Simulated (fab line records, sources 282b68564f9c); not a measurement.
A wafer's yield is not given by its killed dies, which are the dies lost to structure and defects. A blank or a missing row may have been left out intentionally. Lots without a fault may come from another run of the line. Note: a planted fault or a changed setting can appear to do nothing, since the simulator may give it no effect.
Split-lot trial :: flow rit cmos :: route with 202 steps; 5 lots, 27 wafers read

## ABOUT THE SPLIT
At RIT_CONTACT_ETCH_11 (etches SiO2 in CHF3/CF4/Ar, stops on TiSi2, target depth 480 nm, time 320 s), the setting time s was moved away from the recipe's 320 s on 12 of the 27 wafers read, by +15.2% to +32.8%. This setting was run at the recipe's value on the other wafers.

Reading taken at the split's own step.

## THE READING
NOVOLAK_of_CONTACT_COAT_03.thk nm (the simulator's own value, which no gauge read), in nm, at RIT_CONTACT_ETCH_11 (etches SiO2 in CHF3/CF4/Ar, stops on TiSi2, target depth 480 nm, time 320 s). The file does not state a usual value for it. Here, 15 wafers ran the recipe; their average is 768.9 nm with a standard deviation of 3 nm.

wafer: L074.1
tool, chamber at the split: rie diel-04, 0
time s as run, s: 424.9
against the recipe: +32.8%
NOVOLAK_of_CONTACT_COAT_03.thk nm, nm: 732.9
against lot-mates on the recipe: -40.1

wafer: L074.2
tool, chamber at the split: rie diel-04, 3
time s as run, s: 320
against the recipe: recipe
NOVOLAK_of_CONTACT_COAT_03.thk nm, nm: 774
against lot-mates on the recipe: -

wafer: L074.3
tool, chamber at the split: rie diel-04, 2
time s as run, s: 320
against the recipe: recipe
NOVOLAK_of_CONTACT_COAT_03.thk nm, nm: 774.2
against lot-mates on the recipe: -

wafer: L074.4
tool, chamber at the split: rie diel-04, 1
time s as run, s: 424.9
against the recipe: +32.8%
NOVOLAK_of_CONTACT_COAT_03.thk nm, nm: 735
against lot-mates on the recipe: -38.0

wafer: L074.5
tool, chamber at the split: rie diel-04, 1
time s as run, s: 424.9
against the recipe: +32.8%
NOVOLAK_of_CONTACT_COAT_03.thk nm, nm: 738.1
against lot-mates on the recipe: -34.9

wafer: L074.6
tool, chamber at the split: rie diel-04, 0
time s as run, s: 320
against the recipe: recipe
NOVOLAK_of_CONTACT_COAT_03.thk nm, nm: 770.7
against lot-mates on the recipe: -

wafer: L075.1
tool, chamber at the split: rie diel-02, 1
time s as run, s: 320
against the recipe: recipe
NOVOLAK_of_CONTACT_COAT_03.thk nm, nm: 766.7
against lot-mates on the recipe: -

wafer: L075.2
tool, chamber at the split: rie diel-02, 2
time s as run, s: 320
against the recipe: recipe
NOVOLAK_of_CONTACT_COAT_03.thk nm, nm: 766.8
against lot-mates on the recipe: -

wafer: L075.3
tool, chamber at the split: rie diel-02, 3
time s as run, s: 320
against the recipe: recipe
NOVOLAK_of_CONTACT_COAT_03.thk nm, nm: 763.1
against lot-mates on the recipe: -

wafer: L075.4
tool, chamber at the split: rie diel-02, 3
time s as run, s: 368.5
against the recipe: +15.2%
NOVOLAK_of_CONTACT_COAT_03.thk nm, nm: 746.9
against lot-mates on the recipe: -18.6

wafer: L075.5
tool, chamber at the split: rie diel-02, 2
time s as run, s: 368.5
against the recipe: +15.2%
NOVOLAK_of_CONTACT_COAT_03.thk nm, nm: 749.4
against lot-mates on the recipe: -16.1

wafer: L075.6
tool, chamber at the split: rie diel-02, 1
time s as run, s: 368.5
against the recipe: +15.2%
NOVOLAK_of_CONTACT_COAT_03.thk nm, nm: 751.7
against lot-mates on the recipe: -13.8

wafer: L078.1
tool, chamber at the split: rie diel-04, 2
time s as run, s: 320
against the recipe: recipe
NOVOLAK_of_CONTACT_COAT_03.thk nm, nm: 766.9
against lot-mates on the recipe: -

wafer: L078.2
tool, chamber at the split: rie diel-04, 0
time s as run, s: 421.7
against the recipe: +31.8%
NOVOLAK_of_CONTACT_COAT_03.thk nm, nm: 733.7
against lot-mates on the recipe: -33.9

wafer: L078.3
tool, chamber at the split: rie diel-04, 3
time s as run, s: 421.7
against the recipe: +31.8%
NOVOLAK_of_CONTACT_COAT_03.thk nm, nm: 732.3
against lot-mates on the recipe: -35.3

wafer: L078.4
tool, chamber at the split: rie diel-04, 1
time s as run, s: 421.7
against the recipe: +31.8%
NOVOLAK_of_CONTACT_COAT_03.thk nm, nm: 733.5
against lot-mates on the recipe: -34.1

wafer: L078.5
tool, chamber at the split: rie diel-04, 2
time s as run, s: 320
against the recipe: recipe
NOVOLAK_of_CONTACT_COAT_03.thk nm, nm: 767.5
against lot-mates on the recipe: -

wafer: L078.6
tool, chamber at the split: rie diel-04, 1
time s as run, s: 320
against the recipe: recipe
NOVOLAK_of_CONTACT_COAT_03.thk nm, nm: 768.4
against lot-mates on the recipe: -

wafer: L083.4
tool, chamber at the split: rie diel-04, 1
time s as run, s: 320
against the recipe: recipe
NOVOLAK_of_CONTACT_COAT_03.thk nm, nm: 768.7
against lot-mates on the recipe: -

wafer: L083.5
tool, chamber at the split: rie diel-04, 2
time s as run, s: 320
against the recipe: recipe
NOVOLAK_of_CONTACT_COAT_03.thk nm, nm: 767.5
against lot-mates on the recipe: -

wafer: L083.6
tool, chamber at the split: rie diel-04, 3
time s as run, s: 320
against the recipe: recipe
NOVOLAK_of_CONTACT_COAT_03.thk nm, nm: 767.2
against lot-mates on the recipe: -

wafer: L084.1
tool, chamber at the split: rie diel-02, 2
time s as run, s: 410.6
against the recipe: +28.3%
NOVOLAK_of_CONTACT_COAT_03.thk nm, nm: 738.2
against lot-mates on the recipe: -32.4

wafer: L084.2
tool, chamber at the split: rie diel-02, 3
time s as run, s: 320
against the recipe: recipe
NOVOLAK_of_CONTACT_COAT_03.thk nm, nm: 767.2
against lot-mates on the recipe: -

wafer: L084.3
tool, chamber at the split: rie diel-02, 1
time s as run, s: 320
against the recipe: recipe
NOVOLAK_of_CONTACT_COAT_03.thk nm, nm: 773.3
against lot-mates on the recipe: -

wafer: L084.4
tool, chamber at the split: rie diel-02, 0
time s as run, s: 410.6
against the recipe: +28.3%
NOVOLAK_of_CONTACT_COAT_03.thk nm, nm: 737.7
against lot-mates on the recipe: -32.9

wafer: L084.5
tool, chamber at the split: rie diel-02, 1
time s as run, s: 410.6
against the recipe: +28.3%
NOVOLAK_of_CONTACT_COAT_03.thk nm, nm: 743.3
against lot-mates on the recipe: -27.3

wafer: L084.6
tool, chamber at the split: rie diel-02, 0
time s as run, s: 320
against the recipe: recipe
NOVOLAK_of_CONTACT_COAT_03.thk nm, nm: 771.3
against lot-mates on the recipe: -

FIT RESULTS
A straight line over all 27 wafers: NOVOLAK_of_CONTACT_COAT_03.thk nm changes by -1.07 nm for each +1% of time s; r = -0.98; the points scatter about the line by 3.1 nm.
The same after taking each lot's own level away (the mean of its wafers on the recipe; 27 wafers): -1.11 nm for each +1%; r = -0.99; scatter 1.9 nm.
The reading moves by 36 nm for the largest change in time s, on that fit.
Measured against the standard deviation above, the lots' own levels, which go from 765.53 to 772.97 nm, span 2.4 times it.
The two slopes agree, so the slope changes little with the lot-to-lot level.
Check: -35.8 nm against its lot-mates is what the line predicts for one of the wafers moved furthest among these (+32.8%) when that wafer is left out of the fit. It came out at -40.1 nm against them.

## OTHER SPLITS APPLIED TO THESE WAFERS
Before the reading, these wafers also passed through other splits. Each is held against what the fit with the lots' levels taken away leaves over:
other split on the same wafers: RIT_FOX1_OXIDATION_00 ox time s
wafers away from the commonest value: 18
r with NOVOLAK_of_CONTACT_COAT_03.thk nm (lot level and that fit taken away): +0.04

other split on the same wafers: RIT_GATE_OXIDATION_05 ox time s
wafers away from the commonest value: 12
r with NOVOLAK_of_CONTACT_COAT_03.thk nm (lot level and that fit taken away): +0.01

other split on the same wafers: RIT_REOX_OXIDATION_03 ox time s
wafers away from the commonest value: 12
r with NOVOLAK_of_CONTACT_COAT_03.thk nm (lot level and that fit taken away): -0.12

## THE FILE'S OWN FIT
NOVOLAK_of_CONTACT_COAT_03.thk nm changes by -1.11 nm for each +1% of time s, r = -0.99.
